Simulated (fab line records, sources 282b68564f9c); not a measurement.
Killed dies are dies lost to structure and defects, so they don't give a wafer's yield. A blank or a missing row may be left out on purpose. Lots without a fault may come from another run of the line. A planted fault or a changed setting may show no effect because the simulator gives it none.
Tool commonality check | flow rit_cmos | 13 lots, 39 wafers sampled

WHY IT WAS OPENED
At RIT_GATE_THK_MEAS_09 the reading GATE_POLY_THK is flagged on 1 of 13 lots. Wafers without a fault read 250.1 nm, standard deviation 2.1.
Rule: a lot is flagged when every wafer of it that has a number lies more than 4 standard deviations from that mean, or none has a number. The other lots count as sound.

lot  | measured    | on            | GATE_POLY_THK (nm), wafer by wafer | flag
L701 | day 2 11:28 | film_metro-01 | 247.9 248.2 248.7                  |
L702 | day 2 16:03 | film_metro-01 | 251.6 247.2 249.6                  |
L703 | day 2 23:25 | film_metro-02 | 251.4 252.7 252.8                  |
L704 | day 3 03:35 | film_metro-01 | 246.0 246.8 247.6                  |
L705 | day 3 08:45 | film_metro-03 | 249.5 248.9 248.8                  |
L707 | day 3 18:18 | film_metro-02 | 249.7 250.2 250.9                  |
L714 | day 5 11:00 | film_metro-01 | 251.4 251.0 250.5                  |
L716 | day 5 19:26 | film_metro-02 | 255.2 251.9 251.2                  |
L717 | day 5 22:43 | film_metro-02 | 196.0 196.5 195.9                  | FLAGGED
L718 | day 6 02:04 | film_metro-03 | 248.9 249.6 247.9                  |
L720 | day 6 10:09 | film_metro-02 | 250.2 252.3 252.2                  |
L722 | day 6 19:59 | film_metro-03 | 249.5 249.7 248.2                  |
L724 | day 7 10:15 | film_metro-01 | 253.7 255.3 251.2                  |
The numbers of the flagged lots are 196.1 nm on average: -54.0 nm against the usual, or -26 standard deviations.

WHICH TOOL RAN EACH LOT
The record holds 2 process steps before the reading, out of a route of 202 steps. In each cell: the tool, then ch and the chambers that the sampled wafers went through, then the start.
lot  | flag    | RIT_PRETRO_STRIP_09                 | RIT_GATE_CVD_08
L701 |         | plasma_asher-04 ch 0,1, day 2 07:38 | lpcvd-01 ch 0, day 2 09:50
L702 |         | plasma_asher-02 ch 0,1, day 2 12:09 | lpcvd-02 ch 0, day 2 14:26
L703 |         | plasma_asher-04 ch 0,1, day 2 18:31 | lpcvd-02 ch 1, day 2 20:58
L704 |         | plasma_asher-02 ch 0,1, day 2 23:12 | lpcvd-01 ch 1, day 3 01:56
L705 |         | plasma_asher-02 ch 0,1, day 3 04:59 | lpcvd-01 ch 0, day 3 07:08
L707 |         | plasma_asher-04 ch 0,1, day 3 13:53 | lpcvd-01 ch 0, day 3 16:39
L714 |         | plasma_asher-02 ch 1, day 5 07:17   | lpcvd-01 ch 1, day 5 09:22
L716 |         | plasma_asher-04 ch 0,1, day 5 15:02 | lpcvd-02 ch 1, day 5 17:49
L717 | FLAGGED | plasma_asher-02 ch 0,1, day 5 17:31 | lpcvd-01 ch 1, day 5 21:06
L718 |         | plasma_asher-04 ch 0,1, day 5 22:20 | lpcvd-02 ch 1, day 6 00:27
L720 |         | plasma_asher-01 ch 0,1, day 6 06:08 | lpcvd-02 ch 0, day 6 08:32
L722 |         | plasma_asher-04 ch 1, day 6 15:41   | lpcvd-02 ch 1, day 6 18:22
L724 |         | plasma_asher-01 ch 0,1, day 7 04:35 | lpcvd-02 ch 1, day 7 08:37
What these steps do:
- RIT_PRETRO_STRIP_09: strips in O2, time 180 s.
- RIT_GATE_CVD_08: deposits poly-Si from SiH4, target thk 250 nm, time 2220 s.
- RIT_GATE_THK_MEAS_09

FLAGGED OVER TOTAL, TOOL BY TOOL (the gauges that took the reading come last)
step                 | tool            | lots run | flagged | share of the flagged lots | sound lots run after its first flagged lot
RIT_PRETRO_STRIP_09  | plasma_asher-01 | 2        | 0       | none                      | -
RIT_PRETRO_STRIP_09  | plasma_asher-02 | 5        | 1       | all                       | 0
RIT_PRETRO_STRIP_09  | plasma_asher-04 | 6        | 0       | none                      | -
RIT_GATE_CVD_08      | lpcvd-01        | 6        | 1       | all                       | 0
RIT_GATE_CVD_08      | lpcvd-02        | 7        | 0       | none                      | -
RIT_GATE_THK_MEAS_09 | film_metro-01   | 5        | 0       | none                      | -
RIT_GATE_THK_MEAS_09 | film_metro-02   | 5        | 1       | all                       | 1 (L720)
RIT_GATE_THK_MEAS_09 | film_metro-03   | 3        | 0       | none                      | -

WHAT THE TABLE ALLOWS
3 rows of the table ran every flagged lot: plasma_asher-02 at RIT_PRETRO_STRIP_09, lpcvd-01 at RIT_GATE_CVD_08, film_metro-02 at RIT_GATE_THK_MEAS_09.
- plasma_asher-02 at RIT_PRETRO_STRIP_09: 1 of its 5 lots flagged. Its last sound lot is L714 (day 5 07:17), its first flagged lot L717 (day 5 17:31): a fault that began between those two fits.
- lpcvd-01 at RIT_GATE_CVD_08: 1 of its 6 lots flagged. Its last sound lot is L714 (day 5 09:22), its first flagged lot L717 (day 5 21:06): a fault that began between those two fits. Its own readings lie more than 4 standard deviations out on every wafer of the flagged lots: spike_tc_centre_C, spike_tc_load_C.
- film_metro-02 at RIT_GATE_THK_MEAS_09: 1 of its 5 lots flagged. Sound lots ran on it after the first flagged one (L720), which a lasting fault on the whole tool wouldn't allow.
Counting lots can't tell these 2 tools apart, because each fits a fault that began at some hour. More lots, or a look at what each step does to the wafer, might.

WHAT THE SIMULATOR HAD PUT IN
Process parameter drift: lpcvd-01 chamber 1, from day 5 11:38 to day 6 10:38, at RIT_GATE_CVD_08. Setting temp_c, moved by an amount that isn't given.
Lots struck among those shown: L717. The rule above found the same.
